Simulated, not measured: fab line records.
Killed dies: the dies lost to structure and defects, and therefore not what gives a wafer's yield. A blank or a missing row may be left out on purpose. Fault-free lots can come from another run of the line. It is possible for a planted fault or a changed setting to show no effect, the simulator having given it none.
Problem report in the 8D (eight disciplines) form, filled by code :: flow rit cmos :: the parts of the form that need people (team, actions taken, sign-off) are left out

== 1. PROBLEM STATEMENT ==
rf fwd power W at RIT_ACTIVE_ETCH_13 reads a mean of 174.5 W on 9 wafers of 3 lots; wafers without a fault read 124.7 W with a standard deviation of 0.41. That is +99 or more standard deviations from the usual mean.
The step: etches Si3N4 in SF6, stops on SiO2, time 210 s, target depth 210 nm.
The first sign was on wafer L506.3 at day 3 07:11, on rie diel-01. At this step, 21 wafers from 7 lots have a number in the record. Rule for "out" (also "out of limits"): further than 4 standard deviations from the usual mean. The other wafers with a number count as sound.

== 2. WHAT IT IS, AND WHAT IT ISN'T ==
question: which readings at this step
is: rf fwd power W
is not: drypump motor current A, throttle valve pct

question: which lots
is: L506, L508, L509
is not: L500, L512, L520, L521

question: which wafers of those lots
is: all that have a number
is not: -

question: read on which tools
is: rie diel-01
is not: rie diel-03

question: when
is: from day 3 07:11
is not: up to then (3 sound wafers); but 9 sound wafers of L512, L520, L521 came after

== 3. THE SUSPECTS, EACH WITH WHAT RULES IT OUT ==
Counting: a tool stays on the suspect list if, at a process step up to the reading, it processed all lots that are out and no sound lot following the first of them.
- rie diel-01 at RIT_ACTIVE_ETCH_13 (etches Si3N4 in SF6, stops on SiO2, time 210 s, target depth 210 nm): ruled out as a lasting fault. The sound lots L521 went through it after L506, its earliest lot that is out (day 3 07:11).
Left after counting: nothing in the record.

== 4. THE CAUSE (what the simulator had put in) ==
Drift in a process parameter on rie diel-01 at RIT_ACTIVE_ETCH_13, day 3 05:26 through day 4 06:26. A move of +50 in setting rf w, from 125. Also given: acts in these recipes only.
Counting ruled it out, wrongly.

== 5. THE CHAIN OF EFFECTS, in route order ==
One row per reading whose mean, taken over the struck wafers that have a number, lies over 3 standard deviations from the usual. Readings are gone through only where the record gives a usual standard deviation; hours: the median, over the lots, of the time from a lot's start at the first step in this table giving one to that lot's start at this step; sigmas: the change measured in usual standard deviations.
hours: 0
step: RIT_ACTIVE_ETCH_13
reading: rf fwd power W
usual: 124.7 W
on struck wafers: 174.5
change: +49.8
sigmas: +99 or more
Here are the process steps it includes:
- RIT_ACTIVE_ETCH_13: etches Si3N4 in SF6, stops on SiO2, time 210 s, target depth 210 nm.

== 6. WHAT WOULD HAVE CAUGHT IT SOONER ==
In this record the first reading out of limits was taken at day 3 07:11, 2 hours after the fault began at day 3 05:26.
